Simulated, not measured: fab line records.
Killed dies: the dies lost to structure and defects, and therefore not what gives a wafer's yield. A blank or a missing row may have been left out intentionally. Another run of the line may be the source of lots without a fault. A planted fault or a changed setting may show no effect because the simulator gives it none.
Which of the tools did it? | flow rit_cmos | 15 lots, 45 wafers sampled, at 4 steps of a route of 202

WHAT THE GAUGES READ, wafer by wafer
RIT_ACTIVE_BOW_MEAS_00. Usual: for INCOMING_BOW the level is -1 um and the standard deviation is 6.5.
lot  | measured    | on            | INCOMING_BOW (um) | flag
L625 | day 1 10:00 | film_metro-03 | 3 8 -3            |
L626 | day 1 15:01 | film_metro-04 | 4 10 4            |
L627 | day 1 20:00 | film_metro-01 | 12 2 -7           |
L628 | day 2 01:01 | film_metro-01 | -10 -9 -4         |
L629 | day 2 06:00 | film_metro-04 | 1 5 -6            |
L630 | day 2 11:01 | film_metro-04 | 9 0 -14           |
L631 | day 2 16:01 | film_metro-04 | 7 -4 -8           |
L632 | day 2 21:02 | film_metro-04 | -4 6 7            |
L633 | day 3 02:01 | film_metro-04 | -19 2 6           |
L634 | day 3 07:00 | film_metro-04 | -6 -13 -10        |
L635 | day 3 12:00 | film_metro-04 | 4 3 3             |
L640 | day 4 13:00 | film_metro-03 | 14 -7 5           |
L645 | day 5 14:00 | film_metro-03 | -8 5 3            |
L647 | day 6 00:04 | film_metro-03 | -11 -1 -2         |
L648 | day 6 05:00 | film_metro-04 | -3 -8 7           |

RIT_GATE_THK_MEAS_09. Usual: for GATE_POLY_THK the level is 250.1 nm and the standard deviation is 1.7.
lot  | measured    | on            | GATE_POLY_THK (nm)                  | flag
L625 | day 2 22:34 | film_metro-04 | 251.2 252.2 252.5                   |
L626 | day 2 23:09 | film_metro-01 | 247.2 248.2 247.9                   |
L627 | day 3 02:13 | film_metro-04 | 249.5 250.1 250.8                   |
L628 | day 3 05:04 | film_metro-01 | 248.8 249.3 249.3                   |
L629 | day 3 19:04 | film_metro-02 | 249.0 250.3 248.3                   |
L630 | day 3 19:04 | film_metro-01 | 251.5 251.1 249.6                   |
L631 | day 3 19:04 | film_metro-04 | 249.9 249.4 247.9                   |
L632 | day 3 23:50 | film_metro-02 | 251.0 250.8 249.9                   |
L633 | day 4 08:28 | film_metro-04 | 504.9 503.9 504.8 505.2 504.2 505.0 | OFF
L634 | day 4 13:23 | film_metro-04 | 504.5 501.7 501.4 504.4 501.1 501.1 | OFF
L635 | day 4 18:14 | film_metro-01 | 501.9 500.8 500.9 501.7 500.7 500.8 | OFF
L640 | day 5 18:51 | film_metro-02 | 252.0 251.0 249.8                   |
L645 | day 7 00:25 | film_metro-04 | 251.1 251.3 250.5                   |
L647 | day 7 14:00 | film_metro-01 | 249.5 249.1 246.9                   |
L648 | day 7 18:07 | film_metro-01 | 247.0 248.8 248.6                   |

RIT_M1_CD_MEAS_90: the cd target is 2600 nm. Usual: cd_nm reads 2600.3 nm (standard deviation 2.5).
lot  | measured    | on        | cd_nm (nm)           | flag
L625 | day 3 18:05 | cd_sem-02 | 2600.1 2602.0 2599.6 |
L626 | day 3 20:26 | cd_sem-01 | 2603.0 2601.6 2605.7 |
L627 | day 3 22:41 | cd_sem-02 | 2602.7 2596.4 2601.2 |
L628 | day 4 03:29 | cd_sem-02 | 2598.7 2600.6 2596.6 |
L629 | day 4 17:19 | cd_sem-02 | 2603.2 2606.0 2602.2 |
L630 | day 4 17:01 | cd_sem-01 | 2597.1 2597.0 2600.6 |
L631 | day 4 16:55 | cd_sem-02 | 2603.1 2600.5 2598.5 |
L632 | day 4 21:32 | cd_sem-01 | 2600.7 2599.7 2598.9 |
L640 | day 6 13:54 | cd_sem-02 | 2605.7 2606.0 2606.2 |
L645 | day 7 21:19 | cd_sem-02 | 2598.4 2599.5 2602.1 |
L647 | day 8 13:32 | cd_sem-02 | 2600.6 2600.5 2598.2 |
L648 | day 8 15:02 | cd_sem-02 | 2606.2 2601.0 2602.1 |

TOOL THAT RAN EACH LOT (tool first, then ch and the chambers of the sampled wafers, then the start)
lot  | RIT_GATE_CVD_08
L625 | lpcvd-01 ch 0, day 2 20:57
L626 | lpcvd-02 ch 0, day 2 21:31
L627 | lpcvd-02 ch 1, day 3 00:35
L628 | lpcvd-01 ch 0, day 3 03:26
L629 | lpcvd-02 ch 1, day 3 17:27
L630 | lpcvd-02 ch 1, day 3 17:27
L631 | lpcvd-02 ch 1, day 3 17:27
L632 | lpcvd-02 ch 0, day 3 22:11
L633 | lpcvd-02 ch 1, day 4 03:17
L634 | lpcvd-02 ch 1, day 4 08:14
L635 | lpcvd-02 ch 1, day 4 13:11 and lpcvd-01 ch 1, day 4 16:37
L640 | lpcvd-01 ch 1, day 5 17:14
L645 | lpcvd-01 ch 0, day 6 22:48
L647 | lpcvd-01 ch 0, day 7 11:33
L648 | lpcvd-01 ch 1, day 7 16:30
- RIT_GATE_CVD_08: deposits poly-Si from SiH4, target thk 250 nm, time 2220 s.

WHAT THE TOOLS THEMSELVES READ (means of the sampled wafers that have a number; where no wafer has one, the mark that the record gives instead)
RIT_GATE_CVD_08. Usual: sih4_flow_sccm 100.05 sccm, standard deviation 0.26; susceptor_temp_C 609.99 C, standard deviation 0.29.
lot  | tool              | sih4_flow_sccm (sccm) | susceptor_temp_C (C) | flag
L625 | lpcvd-01          | 100.18                | 609.98               |
L626 | lpcvd-02          | 99.78                 | 610.22               |
L627 | lpcvd-02          | 100.24                | 610.21               |
L628 | lpcvd-01          | 99.57                 | 610.23               |
L629 | lpcvd-02          | 100.06                | 609.53               |
L630 | lpcvd-02          | 100.02                | 610.27               |
L631 | lpcvd-02          | 99.90                 | 609.78               |
L632 | lpcvd-02          | 100.01                | 609.89               |
L633 | lpcvd-02          | 99.95                 | 609.86               |
L634 | lpcvd-02          | 100.12                | 609.81               |
L635 | lpcvd-02/lpcvd-01 | 99.97                 | 610.00               |
L640 | lpcvd-01          | 100.29                | 609.59               |
L645 | lpcvd-01          | 100.19                | 609.92               |
L647 | lpcvd-01          | 100.13                | 609.87               |
L648 | lpcvd-01          | 100.16                | 609.99               |

THE ANSWER, worked out from the rows above alone
Rule: take the mean of a lot's wafers that have a number; if it is more than 3 standard deviations from the usual mean, the lot is off. A lot without any number at a reading at which 4 lots or more have one is off too. Where the step has rows for the other lots, those lots are counted as sound. After the gauges, taken in route order, come the tools' own readings; for these a lot's mean is taken, as printed above. At the first step where some lot is off, the reading lying furthest off is the one used; lots without a number count as furthest.
Off: L633, L634, L635, seen at RIT_GATE_THK_MEAS_09 (GATE_POLY_THK).
A tool fits if, at a process step before that reading, it ran every lot that is off, and no sound lot after the first of them. Those tools and the gauges at RIT_GATE_THK_MEAS_09 are tried in the same way. One fits: RIT_GATE_CVD_08 on lpcvd-02. Its last sound lot is L632 (day 3 22:11), its first lot that is off L633 (day 4 03:17): a fault that began between those two fits.

WHAT THE SIMULATOR HAD PUT IN
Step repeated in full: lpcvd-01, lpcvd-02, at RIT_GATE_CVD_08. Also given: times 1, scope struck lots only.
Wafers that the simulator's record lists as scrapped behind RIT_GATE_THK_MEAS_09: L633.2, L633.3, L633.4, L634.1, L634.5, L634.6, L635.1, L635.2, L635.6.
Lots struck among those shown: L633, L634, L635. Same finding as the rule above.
